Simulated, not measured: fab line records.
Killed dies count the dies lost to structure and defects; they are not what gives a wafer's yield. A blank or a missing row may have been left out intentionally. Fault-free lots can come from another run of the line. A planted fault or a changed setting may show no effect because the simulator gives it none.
Check for tools in common    flow berkeley cmos170    Sampled: 13 lots, 39 wafers

== WHY THIS WAS OPENED ==
UCB170_M2_OVL_MEAS_16, reading M2_OVL: flagged on 1 of 13 lots. Wafers without a fault read -4 nm, standard deviation 5.2.
Rule: a lot gets a flag if all its wafers with a number sit over 4 standard deviations from that mean, or if no wafer of it has a number. All remaining lots are regarded as sound.

lot   measured      on          M2_OVL (nm), wafer by wafer  flag
L210  day 8 23:15   overlay-01  -7 -4 -1                     
L211  day 8 23:47   overlay-02  -8 -8 -7                     
L213  day 9 11:22   overlay-02  7 4 10                       
L214  day 9 18:38   overlay-01  -7 2 4                       
L215  day 10 04:44  overlay-02  -6 -8 -14                    
L218  day 10 08:08  overlay-02  -12 -7 -9                    
L216  day 10 10:25  overlay-01  -6 -3 -5                     
L217  day 10 11:09  overlay-02  5 -3 7                       
L221  day 10 19:38  overlay-02  -12 -4 -10                   
L220  day 10 22:34  overlay-02  -9 -3 -6                     
L222  day 11 10:31  overlay-02  4 -4 0                       
L226  day 12 08:53  overlay-02  2 3 2                        
L225  day 12 12:58  overlay-02  73 63 72                     FLAGGED
The numbers of the flagged lots are 69 nm on average: +73 nm against the usual, or +14 standard deviations.

== WHICH TOOL EACH LOT WENT THROUGH ==
The record holds 2 process steps before the reading, out of a route of 331 steps. Every cell lists first the tool, next ch and the chambers used by the sampled wafers, and last the start.
lot   flag     UCB170_SPACER_CVD_00             UCB170_M2_EXPOSE_12
L210           pecvd-01 ch 1,2, day 7 17:14     krf scanner-01 ch 0, day 8 22:44
L211           pecvd-02 ch 1,2, day 7 17:04     krf scanner-01 ch 0, day 8 23:14
L213           pecvd-01 ch 0,1,2, day 8 08:16   krf scanner-02 ch 0, day 9 10:52
L214           pecvd-01 ch 0,1,2, day 8 18:01   krf scanner-02 ch 0, day 9 18:08
L215           pecvd-01 ch 0,1, day 9 02:43     krf scanner-01 ch 0, day 10 04:13
L218           pecvd-02 ch 1,2, day 9 03:26     krf scanner-01 ch 0, day 10 07:11
L216           pecvd-03 ch 0,1,2, day 9 03:16   krf scanner-01 ch 0, day 10 09:55
L217           pecvd-01 ch 0,2, day 9 03:50     krf scanner-01 ch 0, day 10 10:23
L221           pecvd-03 ch 0,1, day 9 18:29     krf scanner-01 ch 0, day 10 19:08
L220           pecvd-02 ch 0,1,2, day 9 18:58   krf scanner-01 ch 0, day 10 22:03
L222           pecvd-01 ch 0,1, day 10 06:28    krf scanner-02 ch 0, day 11 10:00
L226           pecvd-02 ch 0,1,2, day 11 05:49  krf scanner-02 ch 0, day 12 08:22
L225  FLAGGED  pecvd-02 ch 0,1, day 11 06:21    krf scanner-02 ch 0, day 12 12:07
What the steps here do:
- UCB170_SPACER_CVD_00: deposits SiO2 from TEOS/O2, target thk 376 nm, time 47 s.
- UCB170_M2_EXPOSE_12: exposes mask METAL2, target cd 700 nm.
- UCB170_M2_OVL_MEAS_16

== FLAGGED OVER TOTAL, TOOL BY TOOL (the gauges that took the reading come last) ==
step                   tool            lots run  flagged  share of the flagged lots  sound lots run after its first flagged lot
UCB170_SPACER_CVD_00   pecvd-01        6         0        none                       -
UCB170_SPACER_CVD_00   pecvd-02        5         1        all                        0
UCB170_SPACER_CVD_00   pecvd-03        2         0        none                       -
UCB170_M2_EXPOSE_12    krf scanner-01  8         0        none                       -
UCB170_M2_EXPOSE_12    krf scanner-02  5         1        all                        0
UCB170_M2_OVL_MEAS_16  overlay-01      3         0        none                       -
UCB170_M2_OVL_MEAS_16  overlay-02      10        1        all                        0

== THE TABLE: WHAT IT ALLOWS ==
Every flagged lot was run by 3 rows of the table: pecvd-02 at UCB170_SPACER_CVD_00, krf scanner-02 at UCB170_M2_EXPOSE_12 and overlay-02 at UCB170_M2_OVL_MEAS_16.
- pecvd-02 at UCB170_SPACER_CVD_00: 1 of its 5 lots flagged. A fault beginning between L226 (day 11 05:49), its last sound lot, and L225 (day 11 06:21), its first flagged one, fits the data.
- krf scanner-02 at UCB170_M2_EXPOSE_12: 1 of its 5 lots flagged. A fault beginning between L226 (day 12 08:22), its last sound lot, and L225 (day 12 12:07), its first flagged one, fits the data.
- overlay-02 at UCB170_M2_OVL_MEAS_16: 1 of its 10 lots flagged. A fault beginning between L226 (day 12 08:53), its last sound lot, and L225 (day 12 12:58), its first flagged one, fits the data.
Because each of these 3 tools fits a fault that began at some hour, counting lots does not separate them. More lots, or a look at what each step does to the wafer, might.

== WHAT THE SIMULATOR HAD INSERTED ==
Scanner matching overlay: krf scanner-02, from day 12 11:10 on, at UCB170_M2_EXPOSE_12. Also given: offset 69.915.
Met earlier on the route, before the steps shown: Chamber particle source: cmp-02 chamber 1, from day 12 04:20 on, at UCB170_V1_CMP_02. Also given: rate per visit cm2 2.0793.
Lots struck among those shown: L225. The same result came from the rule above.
